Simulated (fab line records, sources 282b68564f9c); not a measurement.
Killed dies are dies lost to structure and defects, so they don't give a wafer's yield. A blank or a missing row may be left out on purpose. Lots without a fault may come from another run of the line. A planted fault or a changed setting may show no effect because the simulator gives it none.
A struck lot beside a sound one | flow rit_cmos | 39 steps out of a route of 202
Sound: wafers L104.2, L104.5, L104.6. Struck: wafers L110.2, L110.4, L110.6. The cause comes at the end.
At each step with rows: each side's tool, then ch and its chambers, then its first start. Under that, the readings that differ: sound wafers | struck wafers | difference of the means | sigmas: that difference in standard deviations of wafers without a fault.
alike: readings whose means differ by less than 2 such deviations, and words and numbers that are the same on both sides. not compared: withheld readings, readings that some wafer has no value for, bounds like >300 that may hide the same value, and numbers for which the record gives no deviation and whose values overlap.
The two part at a step that has a row with sigmas, a row that says differs or no value, or rows on one side only. Numbers that don't overlap but have no deviation are shown without sigmas and don't part them. A reading that every wafer of one side lacks parts them only if that side has two wafers or more.

first, 3 steps without rows for these wafers: RIT_GATE_EXPOSE_13 (exposes mask M6, target cd 150 nm); RIT_GATE_PEB_14; RIT_GATE_DEVELOP_15 (develop time 50 s).
RIT_GATE_CD_MEAS_16: target cd 150 nm.
  sound on cd_sem-02, day 3 09:44; struck on cd_sem-01, day 4 15:41
  alike: cd_nm
RIT_GATE_OVL_MEAS_17:
  sound on overlay-02, day 3 09:50; struck on overlay-01, day 4 15:48
  reading       | sound          | struck       | difference | sigmas
  GATE_OVL (nm) | -3.6 -3.5 -3.4 | 0.0 -0.8 0.1 | +3.3       | +2
then, 1 step without rows for these wafers: RIT_GATE_HARDBAKE_18 (time 60 s).
RIT_GATE_ETCH_19: etches poly-Si in SF6/CHF3/O2, stops on SiO2, time 165 s, target depth 312.5 nm.
  sound on rie_si-01 ch 0,1,2, day 3 10:01; struck on rie_si-01 ch 0,1,3, day 4 15:59
  alike: drypump_motor_current_A, oes_product_au, throttle_valve_pct
  not compared: rf_hours_counter_h
RIT_GATE_STRIP_20: strips in O2, time 180 s.
  sound on plasma_asher-02 ch 0,1, day 3 10:08; struck on plasma_asher-03 ch 0,1, day 4 16:05
  alike: drypump_motor_current_A, o2_flow_sccm
  not compared: rf_hours_counter_h
RIT_GATE_CD_MEAS_90: target cd 150 nm.
  sound on cd_sem-01, day 3 10:19; struck on cd_sem-02, day 4 16:17
  alike: cd_nm
then, 3 steps without rows for these wafers: RIT_REOX_CLEAN_00 (cleans in SC1, time 600 s); RIT_REOX_CLEAN_01 (cleans in dHF, time 30 s); RIT_REOX_CLEAN_02 (cleans in SC2, time 600 s).
RIT_REOX_OXIDATION_03: target thk 25.2 nm, ox time 5580 s.
  sound on furnace-03 ch 0, day 3 10:49; struck on furnace-04 ch 0, day 4 19:51
  alike: ox_temp_c, tube_center_temp_C, zone_power_load_pct
RIT_REOX_THK_MEAS_04:
  sound on film_metro-04, day 3 13:23; struck on film_metro-04, day 4 22:32
  reading             | sound          | struck         | difference | sigmas
  REOX_OXIDE_THK (nm) | 24.6 25.2 24.9 | 39.1 39.4 40.1 | +14.6      | +29
then, 6 steps without rows for these wafers: RIT_NLDD_HMDS_00 (prime time 60 s); RIT_NLDD_COAT_01 (resist thk 1000 nm); RIT_NLDD_SOFTBAKE_02 (time 60 s); RIT_NLDD_EXPOSE_03 (exposes mask M7, target cd 40700 nm); RIT_NLDD_PEB_04; RIT_NLDD_DEVELOP_05 (develop time 50 s).
RIT_NLDD_OVL_MEAS_06:
  sound on overlay-01, day 3 14:25; struck on overlay-01, day 4 23:40
  alike: NLDD_OVL
then, 2 steps without rows for these wafers: RIT_NLDD_HARDBAKE_07 (time 60 s); RIT_NLDD_IMPLANT_08.
RIT_NLDD_STRIP_09: strips in O2, time 180 s.
  sound on plasma_asher-01 ch 0,1, day 3 14:44; struck on plasma_asher-04 ch 0,1, day 5 00:04
  alike: drypump_motor_current_A, o2_flow_sccm
  not compared: rf_hours_counter_h
RIT_NLDD_TW_MEAS_10:
  sound on film_metro-04, day 3 14:56; struck on film_metro-04, day 5 00:15
  alike: NLDD_TW
then, 6 steps without rows for these wafers: RIT_PLDD_HMDS_00 (prime time 60 s); RIT_PLDD_COAT_01 (resist thk 1000 nm); RIT_PLDD_SOFTBAKE_02 (time 60 s); RIT_PLDD_EXPOSE_03 (exposes mask M8, target cd 40900 nm); RIT_PLDD_PEB_04; RIT_PLDD_DEVELOP_05 (develop time 50 s).
RIT_PLDD_OVL_MEAS_06:
  sound on overlay-02, day 3 15:58; struck on overlay-02, day 5 01:26
  alike: PLDD_OVL
then, 2 steps without rows for these wafers: RIT_PLDD_HARDBAKE_07 (time 60 s); RIT_PLDD_IMPLANT_08.
RIT_PLDD_STRIP_09: strips in O2, time 180 s.
  sound on plasma_asher-04 ch 0,1, day 3 16:17; struck on plasma_asher-04 ch 0,1, day 5 01:46
  alike: drypump_motor_current_A, o2_flow_sccm
  not compared: rf_hours_counter_h
RIT_PLDD_TW_MEAS_10:
  sound on film_metro-03, day 3 16:28; struck on film_metro-03, day 5 01:57
  alike: PLDD_TW
RIT_SPACER_CLEAN_00: cleans in SC1, time 600 s.
  sound on wet_bench-04 ch 2, day 3 16:31; struck on wet_bench-02 ch 2, day 5 02:00
  reading                                     | sound             | struck          | difference | sigmas
  model.SiO2_of_REOX_OXIDATION_03.thk_nm (nm) | 22.69 23.29 22.97 | 36.1 36.3 36.97 | +13.5      |
then, 1 step without rows for these wafers: RIT_SPACER_CLEAN_01 (cleans in dHF, time 30 s).
RIT_M1_PROBE_99:
  sound on prober-01, day 4 06:02; struck on prober-01, day 5 17:19
  alike: killed_at_front_end, killed_dies, killed_open, killed_short

WHERE THEY PART
First at RIT_GATE_OVL_MEAS_17; last, within this record, at RIT_REOX_THK_MEAS_04. Later steps at which nothing parts them and some readings are alike: RIT_NLDD_OVL_MEAS_06, RIT_NLDD_STRIP_09, RIT_NLDD_TW_MEAS_10, RIT_PLDD_OVL_MEAS_06, RIT_PLDD_STRIP_09, RIT_PLDD_TW_MEAS_10, RIT_M1_PROBE_99.

WHY: what the simulator had put in
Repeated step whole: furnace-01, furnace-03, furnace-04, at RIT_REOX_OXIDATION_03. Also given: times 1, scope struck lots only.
